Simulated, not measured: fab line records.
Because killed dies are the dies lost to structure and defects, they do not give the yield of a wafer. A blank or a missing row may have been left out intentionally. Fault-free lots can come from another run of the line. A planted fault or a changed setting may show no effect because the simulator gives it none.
A single fault, viewed from 2 desks	flow rit-cmos	numbers are kept per desk, each desk with only its own; the story behind them comes last

AT THE TOOL OWNER'S DESK: rtp-anneal-02
Per lot that ran on this tool, the mean of the sampled wafers carrying a number, from the tool's own readings at RIT_SDANNEAL_RTA_03 (time 5 s). If a lot's mean is further than 4 standard deviations from the usual mean, the lot is out of limits and carries the mark OUT (the distance appears in the brackets).
Columns: A = ramp-up-c-per-s at RIT_SDANNEAL_RTA_03, usual 342.01; B = wafer_temp_C_max at RIT_SDANNEAL_RTA_03, usual 1053.5
lot	first seen here	A	B
L283	day 3 18:31	342.00	1053.3
L287	day 4 15:20	341.96	1054.0
L289	day 5 04:35	341.95	1053.5
L290	day 5 13:17	342.00	1053.6
L293	day 5 18:07	342.02	1054.8
L295	day 6 04:17	342.05	1053.1
L297	day 6 14:47	342.04	1044.7 (-6.8) OUT
L299	day 7 01:55	342.00	1044.7 (-6.8) OUT
Finding of this desk: L297, L299 out of limits; the first was L297 at day 6 14:47, on wafer_temp_C_max at RIT_SDANNEAL_RTA_03. Within limits: L283, L287, L289, L290, L293, L295.

AT THE METROLOGY DESK
Means of the sampled wafers that have a number, per lot and without regard to the tool the lot ran on: this is what the gauges read. If a lot's mean is further than 4 standard deviations from the usual mean, the lot is out of limits and carries the mark OUT (the distance appears in the brackets).
Columns: A = PSD_RS at RIT_SDANNEAL_RS_MEAS_04, usual 115.89 ohm/sq; B = PLDD_RS at RIT_SDANNEAL_RS_MEAS_06, usual 178.6 ohm/sq
lot	first seen here	A	B
L282	day 3 13:52	115.95	178.4
L283	day 3 18:35	115.92	179.0
L284	day 3 20:14	115.41	178.1
L286	day 4 15:17	115.96	179.0
L287	day 4 15:25	116.09	178.5
L289	day 5 04:40	115.94	178.9
L290	day 5 13:22	115.95	179.2
L293	day 5 18:11	115.99	178.9
L295	day 6 04:21	115.60	177.7
L296	day 6 09:08	115.61	178.6
L297	day 6 14:51	122.03 (+22) OUT	183.9 (+12) OUT
L298	day 6 21:10	115.84	178.8
L299	day 7 01:58	121.11 (+19) OUT	183.9 (+12) OUT
L302	day 7 22:44	115.92	178.9
Per this desk, out of limits: L297, L299; the first was L297, day 6 14:51 (PSD_RS at RIT_SDANNEAL_RS_MEAS_04). Within limits: L282, L283, L284, L286, L287, L289, L290, L293, L295, L296, L298, L302.

ALL TOGETHER
The tool owner's desk had the chance to raise an alarm at day 6 14:47 on L297, L299.
An alarm was possible from the metrology desk at day 6 14:51, on L297, L299.
Of the lots named, all ran RIT_SDANNEAL_RTA_03 on rtp-anneal-02.

WHAT THE SIMULATOR PUT IN
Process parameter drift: rtp-anneal-02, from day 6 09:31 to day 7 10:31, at RIT_SDANNEAL_RTA_03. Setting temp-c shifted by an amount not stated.
Struck lots among those shown: L297, L299.
Time in hours from fault onset to the first out-of-limits reading at each desk: tool owner's desk 5, metrology desk 5.
